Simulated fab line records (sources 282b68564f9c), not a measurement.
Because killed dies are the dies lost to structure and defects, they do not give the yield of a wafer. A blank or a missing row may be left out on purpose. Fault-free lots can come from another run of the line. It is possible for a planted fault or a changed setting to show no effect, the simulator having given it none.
What tool caused it? -- flow rit-cmos -- 13 lots, 39 wafers sampled, at 2 steps of a route of 202

== WHAT EACH GAUGE READ, for each wafer ==
RIT_CONTACT_THK_MEAS_01.
lot,measured,on,CONTACT_TEOS_THK (nm)
L841,day 3 03:26,film-metro-04,417 421 416
L842,day 3 07:42,film-metro-04,413 421 420
L843,day 3 12:20,film-metro-04,411 406 423
L844,day 3 17:23,film-metro-01,410 413 426
L845,day 3 23:47,film-metro-01,416 426 423
L847,day 4 08:46,film-metro-01,406 415 422
L851,day 5 04:01,film-metro-01,414 417 423
L854,day 5 19:18,film-metro-01,413 414 413
L856,day 6 05:44,film-metro-01,150 409 148 150 409 148
L860,day 7 01:08,film-metro-01,417 419 426
L861,day 7 06:53,film-metro-04,411 413 413
L863,day 7 16:41,film-metro-03,424 419 424
L864,day 7 21:00,film-metro-04,409 418 417

== WHAT TOOL EACH LOT RAN ON (gives the tool, then ch and the chambers of the sampled wafers, and finally the start) ==
lot,RIT_CONTACT_CVD_00
L841,"pecvd-02 ch 0,1,2, day 3 03:22"
L842,"pecvd-01 ch 0,2, day 3 07:38"
L843,"pecvd-04 ch 1,2, day 3 12:16"
L844,"pecvd-02 ch 0,1, day 3 17:20"
L845,"pecvd-01 ch 0,2, day 3 23:44"
L847,"pecvd-02 ch 0,1,2, day 4 08:41"
L851,"pecvd-01 ch 0,1, day 5 03:57"
L854,"pecvd-01 ch 0,1,2, day 5 19:15"
L856,"pecvd-02 ch 1,2, day 6 05:41"
L860,"pecvd-01 ch 0,1,2, day 7 01:05"
L861,"pecvd-04 ch 0,2, day 7 06:50"
L863,"pecvd-01 ch 0,1,2, day 7 16:37"
L864,"pecvd-04 ch 0,1,2, day 7 20:56"
- RIT_CONTACT_CVD_00: deposits SiO2 from TEOS, target thk 400 nm, time 63.28 s.

== AS READ BY THE TOOLS THEMSELVES (means over the sampled wafers that have a number; for cases with no such wafer, the mark the record gives instead) ==
RIT_CONTACT_CVD_00.
lot,tool,heater-power-w (W)
L841,pecvd-02,307
L842,pecvd-01,311
L843,pecvd-04,326
L844,pecvd-02,259
L845,pecvd-01,269
L847,pecvd-02,307
L851,pecvd-01,284
L854,pecvd-01,320
L856,pecvd-02,317
L860,pecvd-01,309
L861,pecvd-04,403
L863,pecvd-01,308
L864,pecvd-04,341

== THE ANSWER, worked out from the rows above alone ==
Rule: the lots themselves supply what counts as usual. The widest of any qualifying gaps counts: lots, ordered by their means at a reading, are off when they make up no more than a third of the lots, leave a main group of 4 or more, and stand apart from it by 3 or more times the standard deviation of that group's means. A main group is skipped when, at the precision printed for the reading in the tables above, its means are all equal. A lot without any number at a reading at which 4 lots or more have one is off too. Where the step has rows for the other lots, those lots are counted as sound. After the gauges, taken in route order, come the tools' own readings; for these a lot's mean is taken, as printed above. The first step at which some lot is off is used, and at that step the reading that is off furthest; a lot without a number counts as furthest.
Off: at RIT_CONTACT_THK_MEAS_01 (CONTACT_TEOS_THK), L856. For the main group the mean is 417 nm and the standard deviation 3.3.
If a tool, at a process step before that reading, ran all the lots that are off and no sound lot after the first of them, it fits. Gauges at RIT_CONTACT_THK_MEAS_01: tried the same way as those tools. One fits: RIT_CONTACT_CVD_00 on pecvd-02. A fault onset in the window from L847 (day 4 08:41, its last sound lot) to L856 (day 6 05:41, its first lot off) fits.

== WHAT HAD BEEN PUT IN BY THE SIMULATOR ==
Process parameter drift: pecvd-02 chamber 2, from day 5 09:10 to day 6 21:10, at RIT_CONTACT_CVD_00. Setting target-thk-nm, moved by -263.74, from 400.
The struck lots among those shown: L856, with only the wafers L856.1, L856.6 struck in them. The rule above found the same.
